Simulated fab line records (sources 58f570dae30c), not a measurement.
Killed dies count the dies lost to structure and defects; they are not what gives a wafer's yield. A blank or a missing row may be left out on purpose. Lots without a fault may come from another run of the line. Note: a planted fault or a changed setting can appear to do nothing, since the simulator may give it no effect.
Problem report, 8D (eight disciplines) form, completed by code :: flow berkeley_cmos170 :: the parts of the form that need people (team, actions taken, sign-off) are left out

== 1. WHAT WENT WRONG ==
bias_w at UCB170_M3_METAL_ETCH_18 reads a mean of 185.9 W on 9 wafers of 3 lots; wafers without a fault read 120.0 W with a standard deviation of 0.32. So: +99 or more standard deviations from the usual mean.
The step: etches Al in Cl2/BCl3, stops on SiO2, target depth 1170 nm, time 195 s.
The first sign was on wafer L204.1 at day 11 20:35, on rie_metal-02. Wafers with a number at this step in the record: 45, from 15 lots. By rule, "out" or "out of limits" means more than 4 standard deviations away from the usual mean. The rest of the wafers with a number are treated as sound.

== 2. WHAT IT IS; WHAT IT IS NOT ==
question: which readings at this step
is: bias_w
is not: drypump_motor_current_A, mfc_cl2_sccm, oes_product_au, throttle_valve_pct

question: which lots
is: L204, L205, L206
is not: L188, L189, L190, L192, L194, L195, L197, L199, L200, L201, L208, L209

question: which wafers of those lots
is: all that have a number
is not: -

question: read on which tools
is: rie_metal-02
is not: rie_metal-03, rie_metal-04

question: when
is: from day 11 20:35
is not: up to then (30 sound wafers); but 6 sound wafers of L208, L209 came after

== 3. THE SUSPECTS, EACH WITH WHAT RULES IT OUT ==
Counting: a tool stays on the suspect list if, at a process step up to the reading, it processed all lots that are out and no sound lot following the first of them.
- pvd_sputter-04 at UCB170_SILICIDE_SPUTTER_01 (material Ti, target thk 30 nm, time 25 s): ruled out as a lasting fault. After its first lot that is out, L204 (day 10 19:55), sound lots L208 ran on it.
- rie_metal-02 at UCB170_M3_METAL_ETCH_18 (etches Al in Cl2/BCl3, stops on SiO2, target depth 1170 nm, time 195 s): kept. It ran every lot that is out, first L204 (day 11 20:35), and no sound lot after that; its last sound lot up to then is L200 (day 10 17:06). On those wafers its own readings are out: bias_w.
Left after counting: rie_metal-02 at UCB170_M3_METAL_ETCH_18.

== 4. THE CAUSE (what the simulator had put in) ==
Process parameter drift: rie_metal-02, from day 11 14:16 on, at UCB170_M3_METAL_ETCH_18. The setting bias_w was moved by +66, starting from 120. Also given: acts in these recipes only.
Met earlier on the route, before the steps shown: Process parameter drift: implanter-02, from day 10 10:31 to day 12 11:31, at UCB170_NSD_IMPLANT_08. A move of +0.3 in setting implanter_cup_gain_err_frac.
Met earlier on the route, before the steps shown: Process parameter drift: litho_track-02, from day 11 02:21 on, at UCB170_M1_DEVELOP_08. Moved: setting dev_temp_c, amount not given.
Counting left only this tool.

== 5. THE CHAIN OF EFFECTS, in route order ==
Each row: a reading whose mean over the struck wafers that have a number lies more than 3 standard deviations from the usual. Scope: only readings with a usual standard deviation given in the record; hours: median across lots of the time from each lot's start at the first step in this table that gives one to its start at this step; sigmas: change in usual standard deviations.
hours: 0
step: UCB170_M3_METAL_ETCH_18
reading: bias_w
usual: 120.0 W
on struck wafers: 185.9
change: +65.9
sigmas: +99 or more

hours: 0
step: UCB170_M3_STRIP_19
reading: oes_product_au
usual: 0.530 a.u.
on struck wafers: 0.421
change: -0.109
sigmas: -6.1
Here are the process steps it includes:
- UCB170_M3_METAL_ETCH_18: etches Al in Cl2/BCl3, stops on SiO2, target depth 1170 nm, time 195 s.
- UCB170_M3_STRIP_19: strips in O2.

== 6. HOW IT WOULD HAVE BEEN CAUGHT EARLIER ==
In this record no reading fell out of limits until day 11 20:35, 6 hours after the fault had begun at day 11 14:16.
